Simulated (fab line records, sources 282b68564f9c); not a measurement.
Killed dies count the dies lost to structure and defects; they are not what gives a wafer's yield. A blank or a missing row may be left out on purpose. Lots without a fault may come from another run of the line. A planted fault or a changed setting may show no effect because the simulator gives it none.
Comparing a struck lot with a sound one / flow rit_cmos / 44 out of 202 route steps
Sound: the wafers L460.4, L460.5, L460.6. Wafers L466.2, L466.3, L466.5 were the ones struck. The cause is named last.
Order at every step that has rows: each side's tool, ch and its chambers, its first start. Under that, the readings that differ: sound wafers / struck wafers / difference of the means / sigmas: that difference in standard deviations of wafers without a fault.
alike: a reading whose means differ by less than 2 such deviations, as well as words and numbers matching on both sides. not compared: withheld readings; readings where some wafer has no value; bounds like >300 that might hide an equal value; numbers whose values overlap and for which the record gives no deviation.
A row with sigmas, a row that says differs or no value, or rows on one side alone: a step with any of these is where the two part. Numbers that have no deviation but don't overlap get no sigmas and don't part them. A reading missing from all wafers of one side parts the sides only when that side holds two or more wafers.

first, 1 step without rows for these wafers: RIT_PRETRO_IMPLANT_08.
RIT_PRETRO_STRIP_09: strips in O2, time 180 s.
  sound on plasma_asher-04 ch 0,1, day 3 05:14; struck on plasma_asher-01 ch 0,1, day 4 13:02
  alike: drypump_motor_current_A, rf_refl_power_W
  not compared: rf_hours_counter_h
RIT_PRETRO_TW_MEAS_10:
  sound: film_metro-01 at day 3 05:23; struck: film_metro-02 at day 4 13:13
  alike: PRETRO_TW
then, 5 steps without rows for these wafers: RIT_GATE_WET_ETCH_00 (etches SiO2 in BOE, target depth 56 nm, time 60 s); RIT_GATE_CLEAN_01 (cleans in SC1, time 600 s); RIT_GATE_CLEAN_02 (cleans in dHF, time 30 s); RIT_GATE_CLEAN_03 (cleans in SC2, time 600 s); RIT_GATE_CLEAN_04 (cleans in dHF, time 60 s).
RIT_FOX2_THK_MEAS_91:
  sound: film_metro-01 at day 3 05:53; struck: film_metro-03 at day 4 13:43
reading=FIELD_OXIDE_LEFT_2_THK (nm); sound=265 267 272; struck=248 253 258; difference=-15; sigmas=-2
then, 2 steps without rows for these wafers: RIT_GATE_OXIDATION_05 (target thk 3 nm, ox time 270 s); RIT_GATE_ANNEAL_06 (time 600 s).
RIT_GATE_THK_MEAS_07:
  sound: film_metro-01 at day 3 09:37; struck: film_metro-03 at day 4 17:10
  alike: GATE_OXIDE_THK
RIT_GATE_CVD_08: deposits poly-Si from SiH4, target thk 250 nm, time 2220 s.
  sound on lpcvd-01 ch 0, day 3 09:39; struck on lpcvd-02 ch 0, day 4 17:13
reading=spike_tc_centre_C (C); sound=610.0 611.4 610.4; struck=603.5 603.5 603.3; difference=-7.2; sigmas=-4
reading=spike_tc_load_C (C); sound=634.7 631.5 631.4; struck=620.9 623.6 623.4; difference=-9.9; sigmas=-6
reading=spike_tc_source_C (C); sound=629.4 630.3 630.1; struck=621.0 621.8 622.4; difference=-8.2; sigmas=-4
reading=model.poly-Si_of_GATE_CVD_08.thk_nm (nm); sound=252.1 250.4 251.4; struck=194.3 194.4 192.6; difference=-57.5; sigmas=
  alike: zone_power_centre_pct
RIT_GATE_THK_MEAS_09:
  sound: film_metro-02 at day 3 11:18; struck: film_metro-02 at day 4 18:50
reading=GATE_POLY_THK (nm); sound=252.1 250.5 251.5; struck=194.5 194.5 192.4; difference=-57.6; sigmas=-25
then, 6 steps without rows for these wafers: RIT_GATE_HMDS_10 (prime time 60 s); RIT_GATE_COAT_11 (resist thk 850 nm); RIT_GATE_SOFTBAKE_12 (time 60 s); RIT_GATE_EXPOSE_13 (exposes mask M6, target cd 150 nm); RIT_GATE_PEB_14; RIT_GATE_DEVELOP_15 (develop time 50 s).
RIT_GATE_CD_MEAS_16 targets a cd of 150 nm.
  sound: cd_sem-01 at day 3 12:17; struck: cd_sem-02 at day 4 20:00
reading=cd_nm (nm); sound=152.4 154.3 156.5; struck=147.7 146.0 149.3; difference=-6.7; sigmas=-3
RIT_GATE_OVL_MEAS_17:
  sound: overlay-01 at day 3 12:22; struck: overlay-01 at day 4 20:07
  alike: GATE_OVL
then, 1 step without rows for these wafers: RIT_GATE_HARDBAKE_18 (time 60 s).
RIT_GATE_ETCH_19: etches poly-Si in SF6/CHF3/O2, stops on SiO2, time 165 s, target depth 312.5 nm.
  sound on rie_si-02 ch 0,1,3, day 3 12:32; struck on rie_si-01 ch 0,1,3, day 4 20:17
reading=oes_product_au (a.u.); sound=0.869 0.820 0.835; struck=0.718 0.705 0.720; difference=-0.127; sigmas=-8
reading=model.GATE.feature_depth_nm (nm); sound=252.1 250.4 251.4; struck=194.3 194.4 192.6; difference=-57.5; sigmas=
reading=model.etch.depth_nm (nm); sound=252.1 250.4 251.4; struck=194.3 194.4 192.6; difference=-57.5; sigmas=
  alike: drypump_motor_current_A, throttle_valve_pct
  not compared: rf_hours_counter_h
RIT_GATE_STRIP_20: strips in O2, time 180 s.
  sound on plasma_asher-03 ch 0,1, day 3 12:42; struck on plasma_asher-01 ch 0, day 4 20:24
reading=rf_refl_power_W (W); sound=8.4 8.4 7.4; struck=4.7 4.7 5.0; difference=-3.3; sigmas=-2
  alike: drypump_motor_current_A
  not compared: rf_hours_counter_h
RIT_GATE_CD_MEAS_90 targets a cd of 150 nm.
  sound: cd_sem-02 at day 3 12:53; struck: cd_sem-02 at day 4 20:35
reading=cd_nm (nm); sound=152.4 154.3 155.6; struck=147.6 145.6 149.5; difference=-6.5; sigmas=-3
then, 4 steps without rows for these wafers: RIT_REOX_CLEAN_00 (cleans in SC1, time 600 s); RIT_REOX_CLEAN_01 (cleans in dHF, time 30 s); RIT_REOX_CLEAN_02 (cleans in SC2, time 600 s); RIT_REOX_OXIDATION_03 (target thk 25.2 nm, ox time 5580 s).
RIT_REOX_THK_MEAS_04:
  sound: film_metro-02 at day 3 15:59; struck: film_metro-03 at day 5 00:14
  alike: REOX_OXIDE_THK
then, 6 steps without rows for these wafers: RIT_NLDD_HMDS_00 (prime time 60 s); RIT_NLDD_COAT_01 (resist thk 1000 nm); RIT_NLDD_SOFTBAKE_02 (time 60 s); RIT_NLDD_EXPOSE_03 (exposes mask M7, target cd 40700 nm); RIT_NLDD_PEB_04; RIT_NLDD_DEVELOP_05 (develop time 50 s).
RIT_NLDD_OVL_MEAS_06:
  sound: overlay-01 at day 3 17:01; struck: overlay-01 at day 5 01:17
  alike: NLDD_OVL
then, 2 steps without rows for these wafers: RIT_NLDD_HARDBAKE_07 (time 60 s); RIT_NLDD_IMPLANT_08.
RIT_NLDD_STRIP_09: strips in O2, time 180 s.
  sound on plasma_asher-04 ch 0,1, day 3 17:26; struck on plasma_asher-01 ch 0,1, day 5 01:37
  alike: drypump_motor_current_A, rf_refl_power_W
  not compared: rf_hours_counter_h
RIT_NLDD_TW_MEAS_10:
  sound: film_metro-04 at day 3 17:35; struck: film_metro-03 at day 5 01:47
  alike: NLDD_TW
RIT_SDANNEAL_CLEAN_02: cleans in SC2, time 600 s.
  sound on wet_bench-03 ch 3, day 4 01:12; struck on wet_bench-04 ch 1, day 5 10:19
reading=bath_guard_temp_C (C); sound=74.7 75.0 74.8; struck=75.4 75.6 75.8; difference=+0.8; sigmas=+2
reading=model.poly-Si_of_GATE_CVD_08.thk_nm (nm); sound=162.7 161.1 162.1; struck=108.3 105.7 104.2; difference=-55.9; sigmas=
RIT_M1_PROBE_99:
  sound: prober-01 at day 4 09:00; struck: prober-02 at day 5 18:06
  alike: killed_at_contacts, killed_at_front_end, killed_dies, killed_open, killed_short
  not compared: model.etest.pmos_turned.r_on_ohm_um, model.etest.nmos_0p3.r_on_ohm_um, model.etest.nmos_turned.drive_ua_um, model.etest.pmos_turned.drive_ua_um, model.etest.nmos_0p15.drive_ua_um, model.etest.nmos_narrow.drive_ua_um, model.etest.nmos_0p3.drive_ua_um, model.etest.ppoly_line.rs_ohm_sq

WHERE THEY PART
First at RIT_FOX2_THK_MEAS_91; last, within this record, at RIT_SDANNEAL_CLEAN_02. Later steps at which nothing parts them and some readings are alike: RIT_M1_PROBE_99.

WHY: the cause the simulator had injected
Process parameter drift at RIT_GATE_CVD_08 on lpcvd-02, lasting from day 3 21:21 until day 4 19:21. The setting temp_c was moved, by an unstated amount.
